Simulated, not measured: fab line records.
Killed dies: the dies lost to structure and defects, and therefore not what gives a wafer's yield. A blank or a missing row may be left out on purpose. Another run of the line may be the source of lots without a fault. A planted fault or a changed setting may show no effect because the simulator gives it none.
Problem report, 8D (eight disciplines) form, completed by code | flow berkeley_cmos170 | the parts of the form that need people (team, actions taken, sign-off) are left out

== 1. THE PROBLEM ==
Wafers without a fault read 0.9, standard deviation 0.89; killed_at_M0_to_M3 at UCB170_M3_PROBE_99 reads a mean of 33.0 on 8 wafers belonging to 3 lots. Relative to the usual mean, that is a shift of +36 standard deviations.
Seen first at day 11 05:46 on prober-01, wafer L204.3. At this step, 41 wafers from 15 lots have a number in the record. The rule behind "out" and "out of limits": a value lying over 4 standard deviations away from the usual mean. The rest of the wafers with a number are treated as sound.

== 2. WHAT IT IS, WHAT IT ISN'T ==
question                    | is                                                                                                                            | is not
which readings at this step | killed_at_M0_to_M3, defect_limited_yield, killed_dies, sort_bin_3_pad_short, sort_bin_5_function, sort_n_pass, sort_yield_pct | killed_open, killed_short
which lots                  | L202, L204, L206                                                                                                              | L189, L190, L191, L194, L195, L196, L197, L198, L201, L203, L209, L211
which wafers of those lots  | all that have a number                                                                                                        | -
read on which tools         | prober-01, prober-02                                                                                                          | -
when                        | from day 11 05:46                                                                                                             | up to then (27 sound wafers); but 6 sound wafers of L209, L211 came after

== 3. SUSPECTS, AND WHAT RULES EACH OUT ==
Counting: any tool at a process step up to the reading is kept as a suspect provided that every lot that is out went through it and no sound lot did after the first of them.
- plasma_asher-01 at UCB170_V1_STRIP_15 (strips in O2): kept. All lots that are out passed through it, beginning with L204 at day 10 20:12, and no sound lot followed; its final sound lot before that point was L201 at day 9 18:14.
The count leaves plasma_asher-01 at UCB170_V1_STRIP_15.

== 4. THE CAUSE (what the simulator had put in) ==
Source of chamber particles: plasma_asher-01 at UCB170_V1_STRIP_15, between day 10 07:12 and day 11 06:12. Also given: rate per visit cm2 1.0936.
The count eliminated every tool but this one.

== 5. THE CHAIN OF EFFECTS, in route order ==
One row per reading whose mean, taken over the struck wafers that have a number, lies over 3 standard deviations from the usual. Only readings whose record carries a usual standard deviation are examined. hours: median over the lots of the time between each lot's start at the first step of this table that gives one and its start at this step. sigmas: the change, counted in usual standard deviations.
hours | step               | reading              | usual  | on struck wafers | change | sigmas
0     | UCB170_M3_PROBE_99 | defect_limited_yield | 98.6 % | 86.4             | -12.2  | -13
0     | UCB170_M3_PROBE_99 | killed_at_M0_to_M3   | 0.9    | 33.0             | +32.1  | +36
0     | UCB170_M3_PROBE_99 | killed_dies          | 3.8    | 36.0             | +32.2  | +13
0     | UCB170_M3_PROBE_99 | sort_bin_3_pad_short | 0.1 %  | 3.0              | +2.9   | +20
0     | UCB170_M3_PROBE_99 | sort_bin_5_function  | 0.9 %  | 8.9              | +8.0   | +10
0     | UCB170_M3_PROBE_99 | sort_n_pass          | 260.2  | 228.0            | -32.2  | -13
0     | UCB170_M3_PROBE_99 | sort_yield_pct       | 98.6 % | 86.4             | -12.2  | -13
Process steps it contains:
- UCB170_M3_PROBE_99

== 6. WHAT WOULD HAVE CAUGHT IT SOONER ==
In this record the first reading out of limits was taken at day 11 05:46, 23 hours after the fault began at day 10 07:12.
Of the tool readings at UCB170_V1_STRIP_15 for which the record gives a usual standard deviation, none was out on any struck wafer, so an alarm limit of 4 standard deviations on them would not have fired.
The start of UCB170_V1_STRIP_15 on plasma_asher-01 came by day 11 05:46 for every one of the lots that are out (3). Had the tool been put on hold then, not one of them would have been saved.
